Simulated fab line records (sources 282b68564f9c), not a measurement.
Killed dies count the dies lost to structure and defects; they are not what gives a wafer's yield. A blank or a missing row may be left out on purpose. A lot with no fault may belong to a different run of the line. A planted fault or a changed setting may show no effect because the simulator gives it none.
Which tool did it? || flow rit cmos || Sampling: 14 lots, 42 wafers, 3 of 202 route steps

== WHAT EACH GAUGE READ, for each wafer ==
RIT_PWELL_TW_MEAS_10. Usual: for PWELL_TW the level is 957 and the standard deviation is 8.5.
{"lot": "L769", "measured": "day 1 22:59", "on": "film metro-01", "PWELL_TW": "968 961 961", "flag": ""}
{"lot": "L770", "measured": "day 2 03:28", "on": "film metro-04", "PWELL_TW": "971 966 965", "flag": ""}
{"lot": "L773", "measured": "day 2 19:25", "on": "film metro-04", "PWELL_TW": "965 966 964", "flag": ""}
{"lot": "L774", "measured": "day 3 01:17", "on": "film metro-04", "PWELL_TW": "963 963 958", "flag": ""}
{"lot": "L775", "measured": "day 3 06:04", "on": "film metro-01", "PWELL_TW": "961 953 962", "flag": ""}
{"lot": "L776", "measured": "day 3 13:29", "on": "film metro-02", "PWELL_TW": "949 941 946", "flag": ""}
{"lot": "L777", "measured": "day 3 16:38", "on": "film metro-02", "PWELL_TW": "939 938 940", "flag": ""}
{"lot": "L778", "measured": "day 3 19:38", "on": "film metro-04", "PWELL_TW": "958 958 966", "flag": ""}
{"lot": "L781", "measured": "day 4 10:41", "on": "film metro-01", "PWELL_TW": "962 962 964", "flag": ""}
{"lot": "L783", "measured": "day 4 20:34", "on": "film metro-04", "PWELL_TW": "1139 1131 1135", "flag": "OFF"}
{"lot": "L784", "measured": "day 5 03:46", "on": "film metro-04", "PWELL_TW": "950 947 951", "flag": ""}
{"lot": "L786", "measured": "day 5 11:55", "on": "film metro-02", "PWELL_TW": "1107 1111 1104", "flag": "OFF"}
{"lot": "L788", "measured": "day 5 21:43", "on": "film metro-04", "PWELL_TW": "952 954 955", "flag": ""}
{"lot": "L792", "measured": "day 6 18:09", "on": "film metro-04", "PWELL_TW": "957 957 951", "flag": ""}

RIT_WELLDRIVE_RS_MEAS_02: a four-point-probe measurement. Usual: for PWELL_RS the level is 429.6 ohm/sq and the standard deviation is 1.2.
{"lot": "L769", "measured": "day 2 04:44", "on": "film metro-04", "PWELL_RS (ohm/sq)": "427.6 427.7 428.5", "flag": ""}
{"lot": "L770", "measured": "day 2 08:44", "on": "film metro-04", "PWELL_RS (ohm/sq)": "429.3 428.2 428.3", "flag": ""}
{"lot": "L773", "measured": "day 3 01:59", "on": "film metro-04", "PWELL_RS (ohm/sq)": "430.8 430.8 431.5", "flag": ""}
{"lot": "L774", "measured": "day 3 06:34", "on": "film metro-02", "PWELL_RS (ohm/sq)": "429.3 427.9 429.4", "flag": ""}
{"lot": "L775", "measured": "day 3 12:14", "on": "film metro-04", "PWELL_RS (ohm/sq)": "429.1 429.7 429.0", "flag": ""}
{"lot": "L776", "measured": "day 3 18:44", "on": "film metro-04", "PWELL_RS (ohm/sq)": "430.4 430.3 429.7", "flag": ""}
{"lot": "L777", "measured": "day 3 21:55", "on": "film metro-04", "PWELL_RS (ohm/sq)": "430.4 430.0 430.5", "flag": ""}
{"lot": "L778", "measured": "day 4 00:55", "on": "film metro-04", "PWELL_RS (ohm/sq)": "430.6 429.8 431.0", "flag": ""}
{"lot": "L781", "measured": "day 4 16:01", "on": "film metro-02", "PWELL_RS (ohm/sq)": "430.4 429.3 429.6", "flag": ""}
{"lot": "L783", "measured": "day 5 02:19", "on": "film metro-02", "PWELL_RS (ohm/sq)": "317.6 317.2 317.0", "flag": "OFF"}
{"lot": "L784", "measured": "day 5 09:02", "on": "film metro-01", "PWELL_RS (ohm/sq)": "430.2 430.7 430.7", "flag": ""}
{"lot": "L786", "measured": "day 5 18:12", "on": "film metro-02", "PWELL_RS (ohm/sq)": "317.1 316.8 316.3", "flag": "OFF"}
{"lot": "L788", "measured": "day 6 02:59", "on": "film metro-02", "PWELL_RS (ohm/sq)": "431.2 431.3 431.2", "flag": ""}
{"lot": "L792", "measured": "day 6 23:25", "on": "film metro-01", "PWELL_RS (ohm/sq)": "429.1 428.3 428.9", "flag": ""}

== WHICH TOOL RAN EACH LOT (tool, then ch and the chambers of the sampled wafers, then the start) ==
{"lot": "L769", "RIT_PWELL_IMPLANT_08": "implanter-01 ch 0, day 1 22:42"}
{"lot": "L770", "RIT_PWELL_IMPLANT_08": "implanter-01 ch 0, day 2 03:09"}
{"lot": "L773", "RIT_PWELL_IMPLANT_08": "implanter-04 ch 0, day 2 19:06"}
{"lot": "L774", "RIT_PWELL_IMPLANT_08": "implanter-03 ch 0, day 3 00:58"}
{"lot": "L775", "RIT_PWELL_IMPLANT_08": "implanter-04 ch 0, day 3 05:46"}
{"lot": "L776", "RIT_PWELL_IMPLANT_08": "implanter-04 ch 0, day 3 13:09"}
{"lot": "L777", "RIT_PWELL_IMPLANT_08": "implanter-04 ch 0, day 3 16:20"}
{"lot": "L778", "RIT_PWELL_IMPLANT_08": "implanter-03 ch 0, day 3 19:20"}
{"lot": "L781", "RIT_PWELL_IMPLANT_08": "implanter-03 ch 0, day 4 10:22"}
{"lot": "L783", "RIT_PWELL_IMPLANT_08": "implanter-03 ch 0, day 4 20:17"}
{"lot": "L784", "RIT_PWELL_IMPLANT_08": "implanter-01 ch 0, day 5 03:27"}
{"lot": "L786", "RIT_PWELL_IMPLANT_08": "implanter-03 ch 0, day 5 11:35"}
{"lot": "L788", "RIT_PWELL_IMPLANT_08": "implanter-04 ch 0, day 5 21:24"}
{"lot": "L792", "RIT_PWELL_IMPLANT_08": "implanter-04 ch 0, day 6 17:50"}
- RIT_PWELL_IMPLANT_08

== WHAT THE TOOLS THEMSELVES READ (means of the sampled wafers that have a number; where no wafer has one, the mark that the record gives instead) ==
RIT_PWELL_IMPLANT_08. Usual: beam on s 10.00 s, standard deviation 0.2; dose ions cm2 6.999e+13, standard deviation 7e+10; faraday current uA 222, standard deviation 4.3.
{"lot": "L769", "tool": "implanter-01", "beam on s (s)": 10.03, "dose ions cm2": 7.003e+13, "faraday current uA": 221, "flag": ""}
{"lot": "L770", "tool": "implanter-01", "beam on s (s)": 9.89, "dose ions cm2": 6.992e+13, "faraday current uA": 224, "flag": ""}
{"lot": "L773", "tool": "implanter-04", "beam on s (s)": 10.02, "dose ions cm2": 7.000e+13, "faraday current uA": 221, "flag": ""}
{"lot": "L774", "tool": "implanter-03", "beam on s (s)": 10.00, "dose ions cm2": 7.002e+13, "faraday current uA": 222, "flag": ""}
{"lot": "L775", "tool": "implanter-04", "beam on s (s)": 9.99, "dose ions cm2": 6.996e+13, "faraday current uA": 222, "flag": ""}
{"lot": "L776", "tool": "implanter-04", "beam on s (s)": 10.02, "dose ions cm2": 6.997e+13, "faraday current uA": 222, "flag": ""}
{"lot": "L777", "tool": "implanter-04", "beam on s (s)": 9.75, "dose ions cm2": 7.001e+13, "faraday current uA": 227, "flag": ""}
{"lot": "L778", "tool": "implanter-03", "beam on s (s)": 9.81, "dose ions cm2": 7.001e+13, "faraday current uA": 226, "flag": ""}
{"lot": "L781", "tool": "implanter-03", "beam on s (s)": 9.89, "dose ions cm2": 7.009e+13, "faraday current uA": 224, "flag": ""}
{"lot": "L783", "tool": "implanter-03", "beam on s (s)": 9.84, "dose ions cm2": 1.144e+14, "faraday current uA": 368, "flag": "OFF"}
{"lot": "L784", "tool": "implanter-01", "beam on s (s)": 10.15, "dose ions cm2": 6.997e+13, "faraday current uA": 218, "flag": ""}
{"lot": "L786", "tool": "implanter-03", "beam on s (s)": 10.16, "dose ions cm2": 1.143e+14, "faraday current uA": 356, "flag": "OFF"}
{"lot": "L788", "tool": "implanter-04", "beam on s (s)": 9.93, "dose ions cm2": 7.001e+13, "faraday current uA": 223, "flag": ""}
{"lot": "L792", "tool": "implanter-04", "beam on s (s)": 9.88, "dose ions cm2": 6.991e+13, "faraday current uA": 224, "flag": ""}

== THE ANSWER, worked out from the rows above alone ==
Rule: lot off if the mean of its wafers having a number is beyond 3 standard deviations from the usual mean. A lot without any number at a reading at which 4 lots or more have one is off too. Any other lot the step has rows for is counted as sound. First the gauges in route order, then the tools' own readings, where a lot's mean is used as printed above. At the first step where some lot is off, the reading lying furthest off is the one used; lots without a number count as furthest.
Off: L783, L786, seen at RIT_PWELL_TW_MEAS_10 (PWELL_TW).
If a tool, at a process step before that reading, ran all the lots that are off and no sound lot after the first of them, it fits. Not tried: the gauges at RIT_PWELL_TW_MEAS_10; whatever is off there is also off at RIT_PWELL_IMPLANT_08, on other tools, and gauge error can't account for it. One fits: RIT_PWELL_IMPLANT_08 on implanter-03. Its last sound lot is L781 (day 4 10:22), its first lot that is off L783 (day 4 20:17): a fault that began between those two fits.
The tool's own readings at RIT_PWELL_IMPLANT_08 bear it out: on the lots that are off they differ by more than 5 times the standard deviation of the sound lots' means. dose ions cm2 reads 1.144e+14 there against 6.999e+13 on the sound lots; faraday current uA reads 362 there against 223 on the sound lots.

== WHAT WAS PUT IN BY THE SIMULATOR ==
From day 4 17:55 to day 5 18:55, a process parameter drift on implanter-03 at RIT_PWELL_IMPLANT_08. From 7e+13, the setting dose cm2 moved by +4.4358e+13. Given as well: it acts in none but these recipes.
Shown lots that were struck: L783, L786. The rule given above showed the same thing.
